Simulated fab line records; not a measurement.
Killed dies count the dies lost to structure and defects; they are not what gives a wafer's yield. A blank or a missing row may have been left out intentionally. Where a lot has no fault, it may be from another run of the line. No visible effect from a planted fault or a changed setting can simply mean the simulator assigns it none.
Code-filled problem report in 8D (eight disciplines) form	flow ritCmos	the parts of the form that need people (team, actions taken, sign-off) are left out

== 1. PROBLEM STATEMENT ==
At RIT_ACTIVE_CD_MEAS_11, cdNm averages 1385.2 nm over 9 wafers from 3 lots, while fault-free wafers read 1399.4 nm, standard deviation 2. That is -7.1 standard deviations from the usual mean.
The step: target cd 1400 nm.
The first sign was on wafer L776.2 at day 4 23:42, on cdSem-02. Wafers with a number at this step in the record: 45, from 15 lots. By rule, "out" or "out of limits" means more than 4 standard deviations away from the usual mean. Any other wafer with a number is counted as sound.

== 2. WHAT IT IS; WHAT IT IS NOT ==
question	is	is not
which readings at this step	cdNm	-
which lots	L776, L777, L778	L760, L761, L762, L764, L766, L767, L768, L769, L772, L773, L775, L783
which wafers of those lots	all that have a number	-
read on which gauges	cdSem-01, cdSem-02	-
when	from day 4 23:42	up to then (33 sound wafers); but 3 sound wafers of L783 came after

== 3. THE SUSPECTS, EACH WITH WHAT RULES IT OUT ==
Counting: a tool stays on the suspect list if, at a process step up to the reading, it processed all lots that are out and no sound lot following the first of them.
- the gauge at RIT_ACTIVE_CD_MEAS_11: ruled out. Those wafers that are out were read across 2 gauges (cdSem-01, cdSem-02).
- lithoTrack-01 at RIT_ACTIVE_COAT_06 (resist thk 1000 nm): kept. It processed each lot that is out, first L776 at day 4 22:53, and no sound lot thereafter; up to then, the last sound lot it processed was L773 at day 4 09:45. Its own readings are out on those wafers: spinSpeedRpm.
Remaining after the count: lithoTrack-01 at RIT_ACTIVE_COAT_06.

== 4. THE CAUSE (what the simulator had put in) ==
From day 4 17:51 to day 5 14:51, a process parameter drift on lithoTrack-01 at RIT_ACTIVE_COAT_06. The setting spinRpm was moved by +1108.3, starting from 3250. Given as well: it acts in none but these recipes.
Counting left only this tool.

== 5. THE EFFECT CHAIN, in route order ==
Each row: a reading where the mean over the struck wafers with a number is more than 3 standard deviations away from the usual. Readings are gone through only where the record gives a usual standard deviation; hours: the median, over the lots, of the time from a lot's start at the first step in this table giving one to that lot's start at this step; sigmas: the change measured in usual standard deviations.
hours	step	reading	usual	on struck wafers	change	sigmas
0	RIT_ACTIVE_COAT_06	spinSpeedRpm	3250.2 rpm	4357.4	+1107.2	+99 or more
1	RIT_ACTIVE_CD_MEAS_11	cdNm	1399.4 nm	1385.2	-14.2	-7.1
Its process steps:
- RIT_ACTIVE_COAT_06: resist thk 1000 nm.

== 6. WHAT WOULD HAVE CAUGHT IT SOONER ==
Counted from the fault's start at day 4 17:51, it took 6 hours until the first out-of-limits reading at a measuring or inspecting step in this record, taken at day 4 23:42.
At RIT_ACTIVE_COAT_06, the tool's own readings (spinSpeedRpm) were out on each struck wafer the step has a row for, so an alarm limit on them would have fired on the first such wafer.
Among the 3 lots that are out, L777, L778 began RIT_ACTIVE_COAT_06 on lithoTrack-01 after day 4 23:42. A hold on the tool at that time would have spared those 2.
